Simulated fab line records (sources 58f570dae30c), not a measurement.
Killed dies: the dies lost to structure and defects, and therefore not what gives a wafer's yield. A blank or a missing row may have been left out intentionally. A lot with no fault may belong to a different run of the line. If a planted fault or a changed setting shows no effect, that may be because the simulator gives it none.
Check of tool commonality :: flow berkeley-cmos170 :: 14 lots, 42 wafers sampled

REASON FOR OPENING
UCB170_SDANNEAL_RS_MEAS_04, reading PLDD_RS: flagged on 2 of 14 lots. No-fault wafers: 1030 ohm/sq, standard deviation 3.5.
Rule: flag the lot when none of its wafers has a number, or when each of its wafers that has one lies beyond 4 standard deviations from that mean. As for the other lots, they are considered sound.

lot: L715
measured: day 8 02:27
on: film-metro-04
PLDD_RS (ohm/sq), wafer by wafer: 1032 1035 1031
flag: 

lot: L716
measured: day 8 04:38
on: film-metro-02
PLDD_RS (ohm/sq), wafer by wafer: 1028 1029 1027
flag: 

lot: L717
measured: day 8 12:13
on: film-metro-01
PLDD_RS (ohm/sq), wafer by wafer: 1030 1029 1029
flag: 

lot: L719
measured: day 8 20:07
on: film-metro-04
PLDD_RS (ohm/sq), wafer by wafer: 1029 1032 1029
flag: 

lot: L725
measured: day 10 09:48
on: film-metro-02
PLDD_RS (ohm/sq), wafer by wafer: 1064 1056 1057
flag: FLAGGED

lot: L726
measured: day 10 09:48
on: film-metro-04
PLDD_RS (ohm/sq), wafer by wafer: 1065 1066 1068
flag: FLAGGED

lot: L728
measured: day 11 03:50
on: film-metro-02
PLDD_RS (ohm/sq), wafer by wafer: 1029 1030 1029
flag: 

lot: L731
measured: day 11 14:22
on: film-metro-01
PLDD_RS (ohm/sq), wafer by wafer: 1026 1024 1027
flag: 

lot: L730
measured: day 11 14:28
on: film-metro-02
PLDD_RS (ohm/sq), wafer by wafer: 1032 1026 1028
flag: 

lot: L732
measured: day 11 14:40
on: film-metro-04
PLDD_RS (ohm/sq), wafer by wafer: 1034 1036 1035
flag: 

lot: L735
measured: day 12 18:55
on: film-metro-01
PLDD_RS (ohm/sq), wafer by wafer: 1031 1026 1027
flag: 

lot: L734
measured: day 12 18:56
on: film-metro-02
PLDD_RS (ohm/sq), wafer by wafer: 1027 1025 1024
flag: 

lot: L736
measured: day 13 04:52
on: film-metro-04
PLDD_RS (ohm/sq), wafer by wafer: 1037 1037 1033
flag: 

lot: L737
measured: day 13 05:10
on: film-metro-02
PLDD_RS (ohm/sq), wafer by wafer: 1027 1030 1032
flag: 
Average over the flagged lots: 1063 ohm/sq; offset from the usual +33 ohm/sq, equal to +9 standard deviations.

WHICH TOOL RAN EACH LOT
The record holds 2 process steps before the reading, out of a route of 331 steps. Cell contents, in order: the tool; ch with the chambers the sampled wafers went through; the start.
lot: L715
flag: 
UCB170_PLDD_STRIP_10: plasma-asher-02 ch 0,1, day 7 13:21
UCB170_SPACER_ANNEAL_02: furnace-02 ch 0, day 7 19:45

lot: L716
flag: 
UCB170_PLDD_STRIP_10: plasma-asher-04 ch 0,1, day 7 13:06
UCB170_SPACER_ANNEAL_02: furnace-02 ch 0, day 7 19:45

lot: L717
flag: 
UCB170_PLDD_STRIP_10: plasma-asher-02 ch 0,1, day 7 22:07
UCB170_SPACER_ANNEAL_02: furnace-04 ch 0, day 8 05:28

lot: L719
flag: 
UCB170_PLDD_STRIP_10: plasma-asher-04 ch 0,1, day 8 05:34
UCB170_SPACER_ANNEAL_02: furnace-02 ch 0, day 8 14:10

lot: L725
flag: FLAGGED
UCB170_PLDD_STRIP_10: plasma-asher-04 ch 0,1, day 9 17:58
UCB170_SPACER_ANNEAL_02: furnace-04 ch 0, day 10 02:11

lot: L726
flag: FLAGGED
UCB170_PLDD_STRIP_10: plasma-asher-01 ch 0,1, day 9 18:14
UCB170_SPACER_ANNEAL_02: furnace-04 ch 0, day 10 02:11

lot: L728
flag: 
UCB170_PLDD_STRIP_10: plasma-asher-01 ch 0,1, day 10 11:04
UCB170_SPACER_ANNEAL_02: furnace-02 ch 0, day 10 19:01

lot: L731
flag: 
UCB170_PLDD_STRIP_10: plasma-asher-02 ch 0, day 11 00:29
UCB170_SPACER_ANNEAL_02: furnace-02 ch 0, day 11 07:42

lot: L730
flag: 
UCB170_PLDD_STRIP_10: plasma-asher-01 ch 0,1, day 11 00:21
UCB170_SPACER_ANNEAL_02: furnace-02 ch 0, day 11 07:42

lot: L732
flag: 
UCB170_PLDD_STRIP_10: plasma-asher-04 ch 0,1, day 10 23:57
UCB170_SPACER_ANNEAL_02: furnace-02 ch 0, day 11 07:42

lot: L735
flag: 
UCB170_PLDD_STRIP_10: plasma-asher-01 ch 0,1, day 12 00:36
UCB170_SPACER_ANNEAL_02: furnace-02 ch 0, day 12 12:32

lot: L734
flag: 
UCB170_PLDD_STRIP_10: plasma-asher-04 ch 0,1, day 12 00:49
UCB170_SPACER_ANNEAL_02: furnace-02 ch 0, day 12 12:32

lot: L736
flag: 
UCB170_PLDD_STRIP_10: plasma-asher-02 ch 0,1, day 12 14:13
UCB170_SPACER_ANNEAL_02: furnace-04 ch 0, day 12 21:10

lot: L737
flag: 
UCB170_PLDD_STRIP_10: plasma-asher-01 ch 0,1, day 12 14:27
UCB170_SPACER_ANNEAL_02: furnace-04 ch 0, day 12 21:10
What is done by these steps:
- UCB170_PLDD_STRIP_10: strips in O2.
- UCB170_SPACER_ANNEAL_02: time 1800 s.
- UCB170_SDANNEAL_RS_MEAS_04: measures by four-point-probe.

FLAGGED OVER TOTAL, TOOL BY TOOL (the gauges that took the reading come last)
step: UCB170_PLDD_STRIP_10
tool: plasma-asher-01
lots run: 5
flagged: 1
share of the flagged lots: some
sound lots run after its first flagged lot: 4 (L728,L730,L735,L737)

step: UCB170_PLDD_STRIP_10
tool: plasma-asher-02
lots run: 4
flagged: 0
share of the flagged lots: none
sound lots run after its first flagged lot: -

step: UCB170_PLDD_STRIP_10
tool: plasma-asher-04
lots run: 5
flagged: 1
share of the flagged lots: some
sound lots run after its first flagged lot: 2 (L732,L734)

step: UCB170_SPACER_ANNEAL_02
tool: furnace-02
lots run: 9
flagged: 0
share of the flagged lots: none
sound lots run after its first flagged lot: -

step: UCB170_SPACER_ANNEAL_02
tool: furnace-04
lots run: 5
flagged: 2
share of the flagged lots: all
sound lots run after its first flagged lot: 2 (L736,L737)

step: UCB170_SDANNEAL_RS_MEAS_04
tool: film-metro-01
lots run: 3
flagged: 0
share of the flagged lots: none
sound lots run after its first flagged lot: -

step: UCB170_SDANNEAL_RS_MEAS_04
tool: film-metro-02
lots run: 6
flagged: 1
share of the flagged lots: some
sound lots run after its first flagged lot: 4 (L728,L730,L734,L737)

step: UCB170_SDANNEAL_RS_MEAS_04
tool: film-metro-04
lots run: 5
flagged: 1
share of the flagged lots: some
sound lots run after its first flagged lot: 2 (L732,L736)

WHAT IS ALLOWED BY THE TABLE
All flagged lots share 1 row of the table, namely furnace-04 at UCB170_SPACER_ANNEAL_02.
- furnace-04 at UCB170_SPACER_ANNEAL_02: 2 of its 5 lots flagged. Lots that were sound ran on it after the first flagged one (L736, L737); a persistent fault on the entire tool would not allow that.
Not one row of the table ran every flagged lot while running no sound lot after the first.

WHAT HAD BEEN PUT IN BY THE SIMULATOR
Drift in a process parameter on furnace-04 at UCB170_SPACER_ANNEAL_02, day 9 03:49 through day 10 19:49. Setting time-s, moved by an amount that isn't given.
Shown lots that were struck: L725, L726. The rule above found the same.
